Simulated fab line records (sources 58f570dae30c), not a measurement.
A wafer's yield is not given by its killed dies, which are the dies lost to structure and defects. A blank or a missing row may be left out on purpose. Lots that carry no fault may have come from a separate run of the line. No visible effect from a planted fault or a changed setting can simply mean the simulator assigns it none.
8D (eight disciplines) problem report, filled in by code / flow berkeley-cmos170 / the parts of the form that need people (team, actions taken, sign-off) are left out

## 1. WHAT IS WRONG
exposure-dose-mJ-cm2 at UCB170_M3_EXPOSE_12 reads a mean of 25.805 on 3 wafers of 1 lot; wafers without a fault read 25.980 with a standard deviation of 0.024. Measured from the usual mean, that is -7.3 standard deviations.
The step: exposes mask METAL3, target cd 700 nm.
Earliest sighting: wafer L432.2 on krf-scanner-02 at day 9 15:39. The record holds 39 wafers of 13 lots with a number at this step. Rule for "out" (also "out of limits"): further than 4 standard deviations from the usual mean. All remaining wafers that have a number are taken as sound.

## 2. WHAT THIS IS AND IS NOT
question=which readings at this step | is=exposure-dose-mJ-cm2 | is not=-
question=which lots | is=L432 | is not=L423, L424, L426, L427, L428, L429, L430, L437, L441, L443, L445, L446
question=which wafers of those lots | is=all that have a number | is not=-
question=read on which tools | is=krf-scanner-02 | is not=krf-scanner-01
question=when | is=from day 9 15:39 | is not=up to then (21 sound wafers); but 15 sound wafers of L437, L441, L443, L445, L446 came after

## 3. WHAT RULES OUT EACH SUSPECT
Counting: any tool at a process step up to the reading is kept as a suspect provided that every lot that is out went through it and no sound lot did after the first of them.
- krf-scanner-02 at UCB170_M3_EXPOSE_12 (exposes mask METAL3, target cd 700 nm): kept. It ran the lot that is out, L432 (day 9 15:39), and no sound lot after that; its last sound lot up to then is L430 (day 9 09:26). Its own readings are out on those wafers: exposure-dose-mJ-cm2.
Remaining after the count: krf-scanner-02 at UCB170_M3_EXPOSE_12.

## 4. THE CAUSE (what the simulator had put in)
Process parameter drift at UCB170_M3_EXPOSE_12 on krf-scanner-02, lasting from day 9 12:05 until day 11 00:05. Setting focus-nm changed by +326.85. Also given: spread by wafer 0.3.
After counting, this tool was the only one left.

## 5. THE CHAIN OF EFFECTS, in route order
Rows list readings where the struck wafers' mean (over those with a number) sits beyond 3 standard deviations from the usual. Only readings for which the record gives a usual standard deviation are gone through. hours: the time from each lot's start at the first step in this table that gives one to its start at this step, as a median over the lots. sigmas: the change in usual standard deviations.
hours=0; step=UCB170_M3_EXPOSE_12; reading=exposure-dose-mJ-cm2; usual=25.980; on struck wafers=25.805; change=-0.175; sigmas=-7.3
Process steps it contains:
- UCB170_M3_EXPOSE_12: exposes mask METAL3, target cd 700 nm.
Later steps that measure or inspect, where all struck wafers having a row at the step show a number for every such reading and not one has moved that far: UCB170_M3_OVL_MEAS_16.

## 6. WHAT WOULD HAVE CAUGHT IT SOONER
First out-of-limits reading in this record: day 9 15:39, which is 4 hours after fault onset at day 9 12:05.
